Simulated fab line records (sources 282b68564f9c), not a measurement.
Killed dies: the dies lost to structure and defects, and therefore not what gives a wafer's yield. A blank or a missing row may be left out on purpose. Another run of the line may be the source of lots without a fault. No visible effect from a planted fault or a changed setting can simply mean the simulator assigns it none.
Which tool did it? :: flow rit cmos :: 14 lots with 42 wafers sampled at 5 steps, on a route of 202 steps

## WHAT THE GAUGES SHOWED, per wafer
RIT_FOX1_THK_MEAS_01.
lot: L588
measured: day 1 17:55
on: film metro-04
FOX1_OXIDE_THK (nm): 341 345 346

lot: L590
measured: day 2 05:11
on: film metro-04
FOX1_OXIDE_THK (nm): 349 346 358

lot: L591
measured: day 2 10:30
on: film metro-01
FOX1_OXIDE_THK (nm): 349 345 351

lot: L592
measured: day 2 18:40
on: film metro-03
FOX1_OXIDE_THK (nm): 345 343 345

lot: L595
measured: day 3 08:31
on: film metro-03
FOX1_OXIDE_THK (nm): 352 354 354

lot: L596
measured: day 3 12:08
on: film metro-03
FOX1_OXIDE_THK (nm): 354 364 356

lot: L597
measured: day 3 17:19
on: film metro-03
FOX1_OXIDE_THK (nm): 352 361 355

lot: L602
measured: day 4 16:19
on: film metro-01
FOX1_OXIDE_THK (nm): 353 350 351

lot: L604
measured: day 5 03:43
on: film metro-01
FOX1_OXIDE_THK (nm): 351 350 351

lot: L605
measured: day 5 06:35
on: film metro-03
FOX1_OXIDE_THK (nm): 349 355 350

lot: L606
measured: day 5 13:15
on: film metro-01
FOX1_OXIDE_THK (nm): 356 357 350

lot: L607
measured: day 5 17:43
on: film metro-04
FOX1_OXIDE_THK (nm): 335 341 345

lot: L609
measured: day 6 04:02
on: film metro-03
FOX1_OXIDE_THK (nm): 354 352 351

lot: L610
measured: day 6 08:40
on: film metro-04
FOX1_OXIDE_THK (nm): 348 346 350

RIT_FOX2_THK_MEAS_01.
lot: L588
measured: day 1 19:25
on: film metro-02
FOX2_OXIDE_THK (nm): 350 345 350

lot: L590
measured: day 2 07:00
on: film metro-03
FOX2_OXIDE_THK (nm): 356 349 360

lot: L591
measured: day 2 13:34
on: film metro-04
FOX2_OXIDE_THK (nm): 349 352 350

lot: L592
measured: day 2 22:59
on: film metro-04
FOX2_OXIDE_THK (nm): 355 362 357

lot: L595
measured: day 3 10:49
on: film metro-04
FOX2_OXIDE_THK (nm): 346 346 351

lot: L596
measured: day 3 14:55
on: film metro-03
FOX2_OXIDE_THK (nm): 366 361 359

lot: L597
measured: day 3 18:49
on: film metro-02
FOX2_OXIDE_THK (nm): 356 355 358

lot: L602
measured: day 4 17:56
on: film metro-04
FOX2_OXIDE_THK (nm): 355 358 350

lot: L604
measured: day 5 05:17
on: film metro-03
FOX2_OXIDE_THK (nm): 340 343 341

lot: L605
measured: day 5 08:05
on: film metro-03
FOX2_OXIDE_THK (nm): 350 346 351

lot: L606
measured: day 5 16:25
on: film metro-02
FOX2_OXIDE_THK (nm): 345 345 341

lot: L607
measured: day 5 20:43
on: film metro-04
FOX2_OXIDE_THK (nm): 361 355 352

lot: L609
measured: day 6 07:20
on: film metro-02
FOX2_OXIDE_THK (nm): 360 358 357

lot: L610
measured: day 6 10:25
on: film metro-04
FOX2_OXIDE_THK (nm): 360 359 356

RIT_FOX2_THK_MEAS_91.
lot: L588
measured: day 2 08:42
on: film metro-03
FIELD_OXIDE_LEFT_2_THK (nm): 255 250 255

lot: L590
measured: day 3 00:26
on: film metro-03
FIELD_OXIDE_LEFT_2_THK (nm): 261 254 265

lot: L591
measured: day 3 05:52
on: film metro-02
FIELD_OXIDE_LEFT_2_THK (nm): 253 256 254

lot: L592
measured: day 3 12:40
on: film metro-03
FIELD_OXIDE_LEFT_2_THK (nm): 259 267 261

lot: L595
measured: day 4 01:43
on: film metro-02
FIELD_OXIDE_LEFT_2_THK (nm): 251 251 257

lot: L596
measured: day 4 04:57
on: film metro-03
FIELD_OXIDE_LEFT_2_THK (nm): 271 266 264

lot: L597
measured: day 4 09:57
on: film metro-03
FIELD_OXIDE_LEFT_2_THK (nm): 261 260 262

lot: L602
measured: day 5 08:16
on: film metro-03
FIELD_OXIDE_LEFT_2_THK (nm): 260 262 255

lot: L604
measured: day 5 20:28
on: film metro-03
FIELD_OXIDE_LEFT_2_THK (nm): 246 249 247

lot: L605
measured: day 5 22:10
on: film metro-02
FIELD_OXIDE_LEFT_2_THK (nm): 254 250 255

lot: L606
measured: day 6 06:41
on: film metro-02
FIELD_OXIDE_LEFT_2_THK (nm): 249 249 244

lot: L607
measured: day 6 11:09
on: film metro-04
FIELD_OXIDE_LEFT_2_THK (nm): 266 260 258

lot: L609
measured: day 6 20:41
on: film metro-04
FIELD_OXIDE_LEFT_2_THK (nm): 265 262 263

lot: L610
measured: day 6 23:46
on: film metro-04
FIELD_OXIDE_LEFT_2_THK (nm): 264 264 261

RIT_GATE_THK_MEAS_07.
lot: L588
measured: day 2 17:22
on: film metro-03
GATE_OXIDE_THK (nm): 2.99 3.00 3.04

lot: L590
measured: day 3 04:38
on: film metro-04
GATE_OXIDE_THK (nm): 3.09 3.13 3.05

lot: L591
measured: day 3 08:55
on: film metro-03
GATE_OXIDE_THK (nm): 2.99 3.00 2.96

lot: L592
measured: day 3 16:51
on: film metro-04
GATE_OXIDE_THK (nm): 3.09 3.13 3.06

lot: L595
measured: day 4 06:19
on: film metro-03
GATE_OXIDE_THK (nm): 3.10 3.17 3.11

lot: L596
measured: day 4 08:57
on: film metro-03
GATE_OXIDE_THK (nm): 3.62 3.65 3.63

lot: L597
measured: day 4 15:01
on: film metro-03
GATE_OXIDE_THK (nm): 3.59 3.59 3.65

lot: L602
measured: day 5 11:19
on: film metro-03
GATE_OXIDE_THK (nm): 3.09 3.11 3.07

lot: L604
measured: day 5 22:29
on: film metro-03
GATE_OXIDE_THK (nm): 3.09 3.08 3.07

lot: L605
measured: day 5 23:49
on: film metro-03
GATE_OXIDE_THK (nm): 3.07 3.00 3.02

lot: L606
measured: day 6 09:58
on: film metro-02
GATE_OXIDE_THK (nm): 3.04 3.02 3.04

lot: L607
measured: day 6 12:32
on: film metro-04
GATE_OXIDE_THK (nm): 3.03 2.95 2.96

lot: L609
measured: day 7 01:51
on: film metro-04
GATE_OXIDE_THK (nm): 2.96 3.00 3.02

lot: L610
measured: day 7 02:07
on: film metro-03
GATE_OXIDE_THK (nm): 3.01 3.01 2.99

## WHICH TOOL RAN EACH LOT (tool, then ch and the chambers of the sampled wafers, then the start)
lot: L588
RIT_GATE_OXIDATION_05: furnace-01 ch 0, day 2 11:10

lot: L590
RIT_GATE_OXIDATION_05: furnace-04 ch 0, day 3 02:29

lot: L591
RIT_GATE_OXIDATION_05: furnace-01 ch 0, day 3 06:29

lot: L592
RIT_GATE_OXIDATION_05: furnace-03 ch 0, day 3 14:54

lot: L595
RIT_GATE_OXIDATION_05: furnace-01 ch 0, day 4 03:03

lot: L596
RIT_GATE_OXIDATION_05: furnace-01 ch 0, day 4 06:19

lot: L597
RIT_GATE_OXIDATION_05: furnace-01 ch 0, day 4 12:11

lot: L602
RIT_GATE_OXIDATION_05: furnace-04 ch 0, day 5 08:19

lot: L604
RIT_GATE_OXIDATION_05: furnace-04 ch 0, day 5 20:58

lot: L605
RIT_GATE_OXIDATION_05: furnace-03 ch 0, day 5 22:28

lot: L606
RIT_GATE_OXIDATION_05: furnace-03 ch 0, day 6 08:38

lot: L607
RIT_GATE_OXIDATION_05: furnace-04 ch 0, day 6 11:13

lot: L609
RIT_GATE_OXIDATION_05: furnace-04 ch 0, day 6 23:16

lot: L610
RIT_GATE_OXIDATION_05: furnace-03 ch 0, day 7 00:31
- RIT_GATE_OXIDATION_05: target thk 3 nm, ox time 270 s.

## AS READ BY THE TOOLS THEMSELVES (means over the sampled wafers that have a number; for cases with no such wafer, the mark the record gives instead)
RIT_GATE_OXIDATION_05.
lot: L588
tool: furnace-01
spike tc centre C (C): 901.5
spike tc load C (C): 924.3
spike tc source C (C): 925.9
tube center temp C (C): 899.97
tube_center_temp_C_max: 902.1

lot: L590
tool: furnace-04
spike tc centre C (C): 902.4
spike tc load C (C): 926.8
spike tc source C (C): 921.4
tube center temp C (C): 900.08
tube_center_temp_C_max: 902.2

lot: L591
tool: furnace-01
spike tc centre C (C): 901.5
spike tc load C (C): 923.4
spike tc source C (C): 926.0
tube center temp C (C): 900.05
tube_center_temp_C_max: 902.4

lot: L592
tool: furnace-03
spike tc centre C (C): 902.4
spike tc load C (C): 923.3
spike tc source C (C): 926.8
tube center temp C (C): 900.00
tube_center_temp_C_max: 902.2

lot: L595
tool: furnace-01
spike tc centre C (C): 901.3
spike tc load C (C): 923.0
spike tc source C (C): 926.6
tube center temp C (C): 900.08
tube_center_temp_C_max: 902.4

lot: L596
tool: furnace-01
spike tc centre C (C): 916.3
spike tc load C (C): 939.1
spike tc source C (C): 941.7
tube center temp C (C): 915.05
tube_center_temp_C_max: 917.4

lot: L597
tool: furnace-01
spike tc centre C (C): 915.8
spike tc load C (C): 939.4
spike tc source C (C): 941.6
tube center temp C (C): 914.98
tube_center_temp_C_max: 917.1

lot: L602
tool: furnace-04
spike tc centre C (C): 902.7
spike tc load C (C): 926.0
spike tc source C (C): 922.7
tube center temp C (C): 900.06
tube_center_temp_C_max: 902.2

lot: L604
tool: furnace-04
spike tc centre C (C): 904.2
spike tc load C (C): 926.4
spike tc source C (C): 921.1
tube center temp C (C): 900.01
tube_center_temp_C_max: 902.4

lot: L605
tool: furnace-03
spike tc centre C (C): 901.1
spike tc load C (C): 924.7
spike tc source C (C): 926.8
tube center temp C (C): 900.03
tube_center_temp_C_max: 902.3

lot: L606
tool: furnace-03
spike tc centre C (C): 903.0
spike tc load C (C): 924.8
spike tc source C (C): 927.2
tube center temp C (C): 900.01
tube_center_temp_C_max: 902.0

lot: L607
tool: furnace-04
spike tc centre C (C): 904.2
spike tc load C (C): 926.5
spike tc source C (C): 921.7
tube center temp C (C): 900.05
tube_center_temp_C_max: 902.3

lot: L609
tool: furnace-04
spike tc centre C (C): 902.5
spike tc load C (C): 925.6
spike tc source C (C): 920.6
tube center temp C (C): 900.01
tube_center_temp_C_max: 902.0

lot: L610
tool: furnace-03
spike tc centre C (C): 902.4
spike tc load C (C): 924.1
spike tc source C (C): 926.6
tube center temp C (C): 899.96
tube_center_temp_C_max: 902.3

## THE ANSWER, worked out from the rows above alone
Rule: usual is defined by the lots themselves. The widest of any qualifying gaps counts: lots, ordered by their means at a reading, are off when they make up no more than a third of the lots, leave a main group of 4 or more, and stand apart from it by 3 or more times the standard deviation of that group's means. A main group whose means are all the same, to the digits that the tables above print for the reading, isn't used. A lot without any number at a reading at which 4 lots or more have one is off too. All remaining lots with rows at the step are treated as sound. Order of review: gauges by route order, followed by the tools' own readings, for which a lot's mean as printed above is used. At the first step where some lot is off, the reading lying furthest off is the one used; lots without a number count as furthest.
Off: at RIT_GATE_THK_MEAS_07 (GATE_OXIDE_THK), L596, L597. The main group has a mean of 3.04 nm with a standard deviation of 0.049.
A tool fits if, at a process step before that reading, it ran every lot that is off, and no sound lot after the first of them. The gauges at RIT_GATE_THK_MEAS_07 aren't tried: what is off there is off at RIT_GATE_OXIDATION_05 too, on other tools, and a gauge's error can't cause that. One fits: furnace-01 at RIT_GATE_OXIDATION_05. Its last sound lot is L595 (day 4 03:03), its first lot that is off L596 (day 4 06:19): a fault that began between those two fits.
The tool's own readings at RIT_GATE_OXIDATION_05 bear it out: on the lots that are off they differ by more than 5 times the standard deviation of the sound lots' means. spike tc centre C reads 916.0 C there against 902.4 C on the sound lots; spike tc load C reads 939.2 C there against 924.9 C on the sound lots; spike tc source C reads 941.7 C there against 924.5 C on the sound lots; tube center temp C reads 915.01 C there against 900.03 C on the sound lots; tube_center_temp_C_max reads 917.2 there against 902.2 on the sound lots.

## WHAT HAD BEEN PUT IN BY THE SIMULATOR
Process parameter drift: furnace-01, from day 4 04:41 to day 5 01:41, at RIT_GATE_OXIDATION_05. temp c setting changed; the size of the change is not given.
Lots struck among those shown: L596, L597. The same result came from the rule above.
